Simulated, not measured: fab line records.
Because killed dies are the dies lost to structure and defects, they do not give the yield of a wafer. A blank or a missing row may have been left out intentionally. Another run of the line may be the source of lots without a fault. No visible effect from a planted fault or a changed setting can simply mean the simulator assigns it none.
Which tool did it? + flow berkeleyCmos170 + 42 wafers from 14 lots sampled at 5 of the route's 331 steps

## WHAT THE GAUGES READ, wafer by wafer
UCB170_V1_BOW_MEAS_03.
| lot  | measured     | on           | V1_BOW (um) |
|------|--------------|--------------|-------------|
| L619 | day 7 14:10  | filmMetro-03 | 19 23 15    |
| L620 | day 7 23:59  | filmMetro-01 | 15 17 13    |
| L623 | day 8 06:43  | filmMetro-03 | 16 24 26    |
| L625 | day 8 19:59  | filmMetro-01 | 11 16 22    |
| L628 | day 9 13:30  | filmMetro-03 | 16 18 16    |
| L630 | day 10 03:12 | filmMetro-03 | 24 14 19    |
| L631 | day 10 03:34 | filmMetro-03 | 27 16 21    |
| L633 | day 10 20:25 | filmMetro-03 | 27 19 12    |
| L634 | day 10 20:23 | filmMetro-01 | 22 27 18    |
| L635 | day 11 12:30 | filmMetro-02 | 22 12 19    |
| L639 | day 11 23:20 | filmMetro-03 | 22 15 22    |
| L640 | day 12 02:47 | filmMetro-01 | 21 12 12    |
| L642 | day 12 13:16 | filmMetro-02 | 21 11 11    |
| L641 | day 12 13:36 | filmMetro-01 | 26 26 24    |

UCB170_V1_CD_MEAS_12 targets a cd of 700 nm.
| lot  | measured     | on       | cdNm (nm)         |
|------|--------------|----------|-------------------|
| L619 | day 7 15:56  | cdSem-02 | 700.8 701.2 698.1 |
| L620 | day 8 03:26  | cdSem-02 | 698.4 699.0 699.7 |
| L623 | day 8 08:07  | cdSem-01 | 701.7 700.6 701.2 |
| L625 | day 8 21:22  | cdSem-02 | 700.2 698.7 699.7 |
| L628 | day 9 15:02  | cdSem-01 | 695.8 696.4 696.1 |
| L630 | day 10 04:38 | cdSem-02 | 694.5 694.4 695.4 |
| L631 | day 10 05:02 | cdSem-02 | 701.0 699.4 700.0 |
| L633 | day 10 22:50 | cdSem-01 | 699.4 698.1 700.5 |
| L634 | day 10 22:23 | cdSem-01 | 696.7 698.2 697.9 |
| L635 | day 11 13:57 | cdSem-01 | 697.8 701.0 699.8 |
| L639 | day 12 03:08 | cdSem-02 | 698.7 698.5 699.7 |
| L640 | day 12 06:01 | cdSem-02 | 698.6 698.2 697.7 |
| L642 | day 12 14:32 | cdSem-01 | 697.9 697.3 698.1 |
| L641 | day 12 15:05 | cdSem-02 | 697.4 697.2 697.9 |

## WHICH TOOL RAN EACH LOT (tool, then ch and the chambers of the sampled wafers, then the start)
| lot  | UCB170_SDANNEAL_RTA_00          | UCB170_M1_SPUTTER_00        | UCB170_V1_COAT_07                |
|------|---------------------------------|-----------------------------|----------------------------------|
| L619 | rtpAnneal-02 ch 0, day 6 23:29  | pvdSputter-03, day 7 07:50  | lithoTrack-02 ch 0, day 7 14:49  |
| L620 | rtpAnneal-02 ch 0, day 7 11:16  | pvdSputter-04, day 7 17:52  | lithoTrack-02 ch 0, day 8 02:44  |
| L623 | rtpAnneal-02 ch 0, day 7 16:56  | pvdSputter-03, day 7 23:58  | lithoTrack-04 ch 0, day 8 07:14  |
| L625 | rtpAnneal-01 ch 0, day 8 02:50  | pvdSputter-03, day 8 08:17  | lithoTrack-04 ch 0, day 8 20:29  |
| L628 | rtpAnneal-02 ch 0, day 8 19:23  | pvdSputter-01, day 9 01:11  | lithoTrack-04 ch 0, day 9 14:01  |
| L630 | rtpAnneal-01 ch 0, day 9 15:45  | pvdSputter-03, day 9 21:32  | lithoTrack-04 ch 0, day 10 03:49 |
| L631 | rtpAnneal-02 ch 0, day 9 15:55  | pvdSputter-04, day 9 21:43  | lithoTrack-02 ch 0, day 10 04:14 |
| L633 | rtpAnneal-02 ch 0, day 10 07:12 | pvdSputter-03, day 10 14:04 | lithoTrack-03 ch 0, day 10 21:06 |
| L634 | rtpAnneal-02 ch 0, day 10 08:22 | pvdSputter-01, day 10 14:41 | lithoTrack-02 ch 0, day 10 21:05 |
| L635 | rtpAnneal-01 ch 0, day 10 23:29 | pvdSputter-04, day 11 07:55 | lithoTrack-03 ch 0, day 11 13:01 |
| L639 | rtpAnneal-01 ch 0, day 11 11:41 | pvdSputter-04, day 11 17:20 | lithoTrack-03 ch 0, day 12 01:45 |
| L640 | rtpAnneal-01 ch 0, day 11 14:16 | pvdSputter-04, day 11 21:40 | lithoTrack-03 ch 0, day 12 04:14 |
| L642 | rtpAnneal-01 ch 0, day 11 20:57 | pvdSputter-03, day 12 06:18 | lithoTrack-04 ch 0, day 12 13:51 |
| L641 | rtpAnneal-02 ch 0, day 11 21:02 | pvdSputter-04, day 12 06:53 | lithoTrack-02 ch 0, day 12 14:17 |
- UCB170_SDANNEAL_RTA_00: time 10 s.
- UCB170_M1_SPUTTER_00: material Al, target thk 600 nm, time 80 s.
- UCB170_V1_COAT_07: resist thk 900 nm.

## WHAT THE TOOLS THEMSELVES READ (means of the sampled wafers that have a number; where no wafer has one, the mark that the record gives instead)
UCB170_SDANNEAL_RTA_00.
| lot  | tool         | chamberO2Ppm | lampPowerPct (%) | wafer_temp_C_max |
|------|--------------|--------------|------------------|------------------|
| L619 | rtpAnneal-02 | 2.004        | 20.0             | 902.7            |
| L620 | rtpAnneal-02 | 2.010        | 20.0             | 902.4            |
| L623 | rtpAnneal-02 | 2.011        | 20.0             | 902.6            |
| L625 | rtpAnneal-01 | 1.976        | 25.7             | 907.3            |
| L628 | rtpAnneal-02 | 2.000        | 20.0             | 902.3            |
| L630 | rtpAnneal-01 | 2.002        | 25.6             | 906.3            |
| L631 | rtpAnneal-02 | 2.007        | 20.0             | 902.7            |
| L633 | rtpAnneal-02 | 2.024        | 20.0             | 902.5            |
| L634 | rtpAnneal-02 | 2.008        | 20.0             | 902.0            |
| L635 | rtpAnneal-01 | 2.005        | 25.7             | 906.9            |
| L639 | rtpAnneal-01 | 2.010        | 25.7             | 906.2            |
| L640 | rtpAnneal-01 | 1.982        | 25.7             | 906.2            |
| L642 | rtpAnneal-01 | 2.006        | 25.7             | 906.9            |
| L641 | rtpAnneal-02 | 2.002        | 20.0             | 903.2            |

UCB170_M1_SPUTTER_00.
| lot  | tool          | throttleValvePct (%) |
|------|---------------|----------------------|
| L619 | pvdSputter-03 | 31.1                 |
| L620 | pvdSputter-04 | 30.1                 |
| L623 | pvdSputter-03 | 30.9                 |
| L625 | pvdSputter-03 | 30.3                 |
| L628 | pvdSputter-01 | 30.3                 |
| L630 | pvdSputter-03 | 31.6                 |
| L631 | pvdSputter-04 | 30.4                 |
| L633 | pvdSputter-03 | 31.5                 |
| L634 | pvdSputter-01 | 30.9                 |
| L635 | pvdSputter-04 | 30.4                 |
| L639 | pvdSputter-04 | 30.4                 |
| L640 | pvdSputter-04 | 30.1                 |
| L642 | pvdSputter-03 | 31.6                 |
| L641 | pvdSputter-04 | 30.2                 |

UCB170_V1_COAT_07.
| lot  | tool          | resistLineTempC (C) | spinSpeedRpm (rpm) |
|------|---------------|---------------------|--------------------|
| L619 | lithoTrack-02 | 23.09               | 1500.7             |
| L620 | lithoTrack-02 | 23.02               | 1500.3             |
| L623 | lithoTrack-04 | 22.96               | 1500.8             |
| L625 | lithoTrack-04 | 22.97               | 1500.6             |
| L628 | lithoTrack-04 | 22.98               | 1264.4             |
| L630 | lithoTrack-04 | 23.11               | 1263.7             |
| L631 | lithoTrack-02 | 22.96               | 1500.1             |
| L633 | lithoTrack-03 | 23.00               | 1500.2             |
| L634 | lithoTrack-02 | 23.10               | 1500.2             |
| L635 | lithoTrack-03 | 22.99               | 1500.1             |
| L639 | lithoTrack-03 | 22.92               | 1500.5             |
| L640 | lithoTrack-03 | 23.03               | 1499.0             |
| L642 | lithoTrack-04 | 23.05               | 1499.5             |
| L641 | lithoTrack-02 | 22.94               | 1501.7             |

## THE ANSWER, worked out from the rows above alone
Rule: the lots themselves supply what counts as usual. The widest of any qualifying gaps counts: lots, ordered by their means at a reading, are off when they make up no more than a third of the lots, leave a main group of 4 or more, and stand apart from it by 3 or more times the standard deviation of that group's means. A main group is skipped when, at the precision printed for the reading in the tables above, its means are all equal. Also off: a lot with no number at a reading for which 4 or more lots have one. Any other lot the step has rows for is counted as sound. First the gauges in route order, then the tools' own readings, where a lot's mean is used as printed above. At the first step where some lot is off, the reading lying furthest off is the one used; lots without a number count as furthest.
Off: L628, L630, at UCB170_V1_COAT_07 (spinSpeedRpm). The main group has a mean of 1500.3 rpm with a standard deviation of 0.64.
If a tool, at that step or one of the process steps before it, ran each lot that is off and ran no sound lot following the first of them, it fits. None of those tried fits.

## WHAT HAD BEEN PUT IN BY THE SIMULATOR
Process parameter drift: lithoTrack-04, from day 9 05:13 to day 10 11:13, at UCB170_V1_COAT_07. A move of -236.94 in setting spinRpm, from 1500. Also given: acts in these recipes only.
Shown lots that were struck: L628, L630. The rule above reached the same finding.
